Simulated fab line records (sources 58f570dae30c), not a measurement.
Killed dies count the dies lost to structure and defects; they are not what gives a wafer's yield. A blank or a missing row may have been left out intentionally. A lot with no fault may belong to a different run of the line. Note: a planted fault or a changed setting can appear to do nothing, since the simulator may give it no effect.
Chamber matching ; flow berkeley-cmos170 ; UCB170_V1_CMP_02 on cmp-02 has 4 sister chambers
The step polishes SiO2. 16 wafers are shown with their chamber, then 8 later ones without.

## EACH WAFER AND ITS CHAMBER
wafer;chamber;motor-current-A (A);slurry-flow-ml-min
L250.1;0;17.7;150.5
L250.3;2;15.1;150.1
L250.4;1;18.0;149.9
L251.1;2;14.7;149.6
L251.2;3;14.8;150.2
L251.5;1;17.4;149.8
L253.2;3;14.6;150.2
L253.4;1;17.8;150.5
L253.5;2;15.9;150.1
L257.2;3;14.8;150.5
L257.3;0;16.9;149.7
L257.5;3;14.4;150.6
L259.1;0;18.0;150.1
L259.3;3;14.1;150.2
L259.4;2;15.1;150.1
L260.2;3;15.2;149.8

SIGNATURES (averages over the wafers above)
reading;chamber 0;chamber 1;chamber 2;chamber 3;scatter within a chamber
motor-current-A;17.533;17.733;15.200;14.650;0.439
slurry-flow-ml-min;150.100;150.067;149.975;150.250;0.315
Rule: a wafer lies at a distance from a chamber equal to the root of the sum of squares, over the readings, of (its reading less the chamber's mean, divided by the reading's scatter). The wafer belongs to the nearest chamber; if the next one is less than 2 further off, it can't be placed. The scatter: the root of (the sum of the squares of (reading less its chamber's mean) over the shown wafers, divided by (wafers less chambers)).

## WAFERS MISSING THEIR CHAMBER
wafer;motor-current-A (A);slurry-flow-ml-min
L260.3;18.6;149.6
L260.4;14.8;150.6
L268.3;14.7;150.2
L268.4;14.4;149.6
L268.5;14.6;149.8
L272.1;17.3;149.5
L272.3;14.6;149.4
L272.5;16.9;149.6

## WHICH CHAMBER EACH WENT THROUGH
wafer;from the rows above;in truth
L260.3;can't be placed: 1 or 0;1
L260.4;can't be placed: 3 or 2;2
L268.3;can't be placed: 3 or 2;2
L268.4;can't be placed: 3 or 2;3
L268.5;can't be placed: 3 or 2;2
L272.1;can't be placed: 0 or 1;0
L272.3;can't be placed: 2 or 3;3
L272.5;can't be placed: 0 or 1 or 2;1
Correctly placed: 0 of 8. Not placeable from these rows: 8 (in 8, the candidates include the true chamber). Placed wrongly: 0.
